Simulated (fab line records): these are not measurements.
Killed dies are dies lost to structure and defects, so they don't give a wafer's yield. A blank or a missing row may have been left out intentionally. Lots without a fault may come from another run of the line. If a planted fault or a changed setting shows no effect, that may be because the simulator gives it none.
What tool caused it? || flow berkeley-cmos170 || 13 lots with 39 wafers sampled at 4 steps, on a route of 331 steps

## WHAT THE GAUGES READ, wafer by wafer
UCB170_ACTIVE_THK_MEAS_03. Usual: for ACTIVE_OXIDE_THK the level is 26.2 nm and the standard deviation is 0.45.
{"lot": "L807", "measured": "day 4 11:43", "on": "film-metro-03", "ACTIVE_OXIDE_THK (nm)": "26.1 26.3 26.1", "flag": ""}
{"lot": "L808", "measured": "day 5 03:02", "on": "film-metro-04", "ACTIVE_OXIDE_THK (nm)": "26.6 26.4 26.6", "flag": ""}
{"lot": "L810", "measured": "day 5 03:02", "on": "film-metro-02", "ACTIVE_OXIDE_THK (nm)": "26.3 26.4 26.3", "flag": ""}
{"lot": "L811", "measured": "day 5 13:20", "on": "film-metro-02", "ACTIVE_OXIDE_THK (nm)": "25.8 25.5 26.3", "flag": ""}
{"lot": "L812", "measured": "day 5 13:20", "on": "film-metro-03", "ACTIVE_OXIDE_THK (nm)": "26.2 25.7 25.6", "flag": ""}
{"lot": "L813", "measured": "day 5 22:16", "on": "film-metro-03", "ACTIVE_OXIDE_THK (nm)": "25.4 25.9 25.7", "flag": ""}
{"lot": "L815", "measured": "day 6 06:38", "on": "film-metro-03", "ACTIVE_OXIDE_THK (nm)": "26.5 26.6 26.5", "flag": ""}
{"lot": "L816", "measured": "day 6 12:05", "on": "film-metro-03", "ACTIVE_OXIDE_THK (nm)": "25.8 25.7 25.8", "flag": ""}
{"lot": "L820", "measured": "day 7 08:57", "on": "film-metro-03", "ACTIVE_OXIDE_THK (nm)": "25.5 26.2 26.3", "flag": ""}
{"lot": "L821", "measured": "day 7 08:57", "on": "film-metro-02", "ACTIVE_OXIDE_THK (nm)": "26.8 26.4 26.5", "flag": ""}
{"lot": "L824", "measured": "day 8 07:16", "on": "film-metro-03", "ACTIVE_OXIDE_THK (nm)": "26.0 26.3 26.4", "flag": ""}
{"lot": "L828", "measured": "day 8 20:54", "on": "film-metro-04", "ACTIVE_OXIDE_THK (nm)": "26.1 25.7 26.2", "flag": ""}
{"lot": "L830", "measured": "day 9 16:46", "on": "film-metro-03", "ACTIVE_OXIDE_THK (nm)": "26.1 26.7 26.5", "flag": ""}

UCB170_M2_CD_MEAS_15: target cd 700 nm. Usual: cd-nm at 700.2 nm, with a standard deviation of 1.4.
{"lot": "L807", "measured": "day 8 13:32", "on": "cd-sem-01", "cd-nm (nm)": "700.9 701.7 701.9", "flag": ""}
{"lot": "L808", "measured": "day 9 12:59", "on": "cd-sem-02", "cd-nm (nm)": "700.5 701.1 699.1", "flag": ""}
{"lot": "L810", "measured": "day 9 11:05", "on": "cd-sem-02", "cd-nm (nm)": "699.6 699.8 698.7", "flag": ""}
{"lot": "L811", "measured": "day 10 01:19", "on": "cd-sem-02", "cd-nm (nm)": "699.0 698.4 699.5", "flag": ""}
{"lot": "L812", "measured": "day 10 05:28", "on": "cd-sem-02", "cd-nm (nm)": "703.5 703.4 702.0", "flag": ""}
{"lot": "L813", "measured": "day 10 05:32", "on": "cd-sem-02", "cd-nm (nm)": "701.1 700.7 699.3", "flag": ""}
{"lot": "L815", "measured": "day 10 22:52", "on": "cd-sem-01", "cd-nm (nm)": "699.1 700.7 700.8", "flag": ""}
{"lot": "L816", "measured": "day 11 00:46", "on": "cd-sem-02", "cd-nm (nm)": "698.1 698.8 698.8", "flag": ""}
{"lot": "L820", "measured": "day 12 01:32", "on": "cd-sem-01", "cd-nm (nm)": "702.3 701.6 702.3", "flag": ""}
{"lot": "L821", "measured": "day 12 01:40", "on": "cd-sem-02", "cd-nm (nm)": "698.4 699.9 700.0", "flag": ""}
{"lot": "L824", "measured": "day 12 22:08", "on": "cd-sem-02", "cd-nm (nm)": "699.0 699.5 699.8", "flag": ""}
{"lot": "L828", "measured": "day 13 06:17", "on": "cd-sem-02", "cd-nm (nm)": "699.8 700.0 699.9", "flag": ""}
{"lot": "L830", "measured": "day 13 22:36", "on": "cd-sem-01", "cd-nm (nm)": "699.9 699.5 699.8", "flag": ""}

## WHAT TOOL EACH LOT RAN ON (gives the tool, then ch and the chambers of the sampled wafers, and finally the start)
{"lot": "L807", "UCB170_PFIELD_EXPOSE_03": "krf-scanner-02 ch 0, day 4 21:20", "UCB170_M2_STRIP_07": "plasma-asher-01 ch 0,1, day 8 11:56"}
{"lot": "L808", "UCB170_PFIELD_EXPOSE_03": "krf-scanner-02 ch 0, day 5 15:34", "UCB170_M2_STRIP_07": "plasma-asher-03 ch 0,1, day 9 11:52"}
{"lot": "L810", "UCB170_PFIELD_EXPOSE_03": "krf-scanner-01 ch 0, day 5 15:20", "UCB170_M2_STRIP_07": "plasma-asher-01 ch 0,1, day 9 09:50"}
{"lot": "L811", "UCB170_PFIELD_EXPOSE_03": "krf-scanner-01 ch 0, day 6 02:14", "UCB170_M2_STRIP_07": "plasma-asher-02 ch 0,1, day 10 00:02"}
{"lot": "L812", "UCB170_PFIELD_EXPOSE_03": "krf-scanner-02 ch 0, day 6 02:34", "UCB170_M2_STRIP_07": "plasma-asher-02 ch 0,1, day 10 00:50"}
{"lot": "L813", "UCB170_PFIELD_EXPOSE_03": "krf-scanner-01 ch 0, day 6 09:25", "UCB170_M2_STRIP_07": "plasma-asher-01 ch 0,1, day 10 00:41"}
{"lot": "L815", "UCB170_PFIELD_EXPOSE_03": "krf-scanner-02 ch 0, day 6 17:16", "UCB170_M2_STRIP_07": "plasma-asher-03 ch 0,1, day 10 19:25"}
{"lot": "L816", "UCB170_PFIELD_EXPOSE_03": "krf-scanner-02 ch 0, day 7 00:44", "UCB170_M2_STRIP_07": "plasma-asher-02 ch 0,1, day 10 23:17"}
{"lot": "L820", "UCB170_PFIELD_EXPOSE_03": "krf-scanner-01 ch 0, day 7 21:17", "UCB170_M2_STRIP_07": "plasma-asher-02 ch 0,1, day 11 23:21"}
{"lot": "L821", "UCB170_PFIELD_EXPOSE_03": "krf-scanner-02 ch 0, day 7 21:32", "UCB170_M2_STRIP_07": "plasma-asher-01 ch 0, day 11 23:44"}
{"lot": "L824", "UCB170_PFIELD_EXPOSE_03": "krf-scanner-02 ch 0, day 8 19:23", "UCB170_M2_STRIP_07": "plasma-asher-01 ch 0,1, day 12 20:16"}
{"lot": "L828", "UCB170_PFIELD_EXPOSE_03": "krf-scanner-01 ch 0, day 9 12:19", "UCB170_M2_STRIP_07": "plasma-asher-02 ch 0,1, day 13 04:59"}
{"lot": "L830", "UCB170_PFIELD_EXPOSE_03": "krf-scanner-01 ch 0, day 10 03:29", "UCB170_M2_STRIP_07": "plasma-asher-01 ch 0,1, day 13 21:05"}
- UCB170_PFIELD_EXPOSE_03: exposes mask PFIELD, target cd 1500 nm.
- UCB170_M2_STRIP_07: strips in O2.

## WHAT THE TOOLS THEMSELVES READ (means of the sampled wafers that have a number; where no wafer has one, the mark that the record gives instead)
UCB170_M2_STRIP_07. Usual: drypump-motor-current-A 5.8 A, standard deviation 0.63; oes-product-au 0.735 a.u., standard deviation 0.0047; strip-time-to-endpoint-s 22.01 s, standard deviation 0.065.
{"lot": "L807", "tool": "plasma-asher-01", "drypump-motor-current-A (A)": 5.4, "oes-product-au (a.u.)": 0.735, "strip-time-to-endpoint-s (s)": 21.97, "flag": ""}
{"lot": "L808", "tool": "plasma-asher-03", "drypump-motor-current-A (A)": 5.6, "oes-product-au (a.u.)": 0.734, "strip-time-to-endpoint-s (s)": 22.03, "flag": ""}
{"lot": "L810", "tool": "plasma-asher-01", "drypump-motor-current-A (A)": 5.4, "oes-product-au (a.u.)": 0.736, "strip-time-to-endpoint-s (s)": 22.07, "flag": ""}
{"lot": "L811", "tool": "plasma-asher-02", "drypump-motor-current-A (A)": 6.4, "oes-product-au (a.u.)": 0.736, "strip-time-to-endpoint-s (s)": 22.07, "flag": ""}
{"lot": "L812", "tool": "plasma-asher-02", "drypump-motor-current-A (A)": 6.4, "oes-product-au (a.u.)": 0.730, "strip-time-to-endpoint-s (s)": 22.03, "flag": ""}
{"lot": "L813", "tool": "plasma-asher-01", "drypump-motor-current-A (A)": 5.4, "oes-product-au (a.u.)": 0.734, "strip-time-to-endpoint-s (s)": 22.07, "flag": ""}
{"lot": "L815", "tool": "plasma-asher-03", "drypump-motor-current-A (A)": 5.1, "oes-product-au (a.u.)": 0.737, "strip-time-to-endpoint-s (s)": 21.94, "flag": ""}
{"lot": "L816", "tool": "plasma-asher-02", "drypump-motor-current-A (A)": 6.3, "oes-product-au (a.u.)": 0.731, "strip-time-to-endpoint-s (s)": 22.00, "flag": ""}
{"lot": "L820", "tool": "plasma-asher-02", "drypump-motor-current-A (A)": 6.3, "oes-product-au (a.u.)": 0.732, "strip-time-to-endpoint-s (s)": 22.08, "flag": ""}
{"lot": "L821", "tool": "plasma-asher-01", "drypump-motor-current-A (A)": 5.7, "oes-product-au (a.u.)": 0.735, "strip-time-to-endpoint-s (s)": 21.89, "flag": ""}
{"lot": "L824", "tool": "plasma-asher-01", "drypump-motor-current-A (A)": 5.6, "oes-product-au (a.u.)": 0.736, "strip-time-to-endpoint-s (s)": 21.91, "flag": ""}
{"lot": "L828", "tool": "plasma-asher-02", "drypump-motor-current-A (A)": 6.4, "oes-product-au (a.u.)": 0.736, "strip-time-to-endpoint-s (s)": 21.99, "flag": ""}
{"lot": "L830", "tool": "plasma-asher-01", "drypump-motor-current-A (A)": 5.4, "oes-product-au (a.u.)": 0.739, "strip-time-to-endpoint-s (s)": 22.05, "flag": ""}

## THE ANSWER, worked out from the rows above alone
Rule: a lot is off if the mean of its wafers that have a number lies more than 3 standard deviations from the usual mean. Also off: a lot with no number at a reading for which 4 or more lots have one. All remaining lots with rows at the step are treated as sound. The gauges are gone through in route order, then the tools' own readings, and for those a lot's mean is taken as printed above. At the first step where some lot is off, the reading lying furthest off is the one used; lots without a number count as furthest.
Nothing can be told from this: no lot is off at any reading shown.

## WHAT HAD BEEN PUT IN BY THE SIMULATOR
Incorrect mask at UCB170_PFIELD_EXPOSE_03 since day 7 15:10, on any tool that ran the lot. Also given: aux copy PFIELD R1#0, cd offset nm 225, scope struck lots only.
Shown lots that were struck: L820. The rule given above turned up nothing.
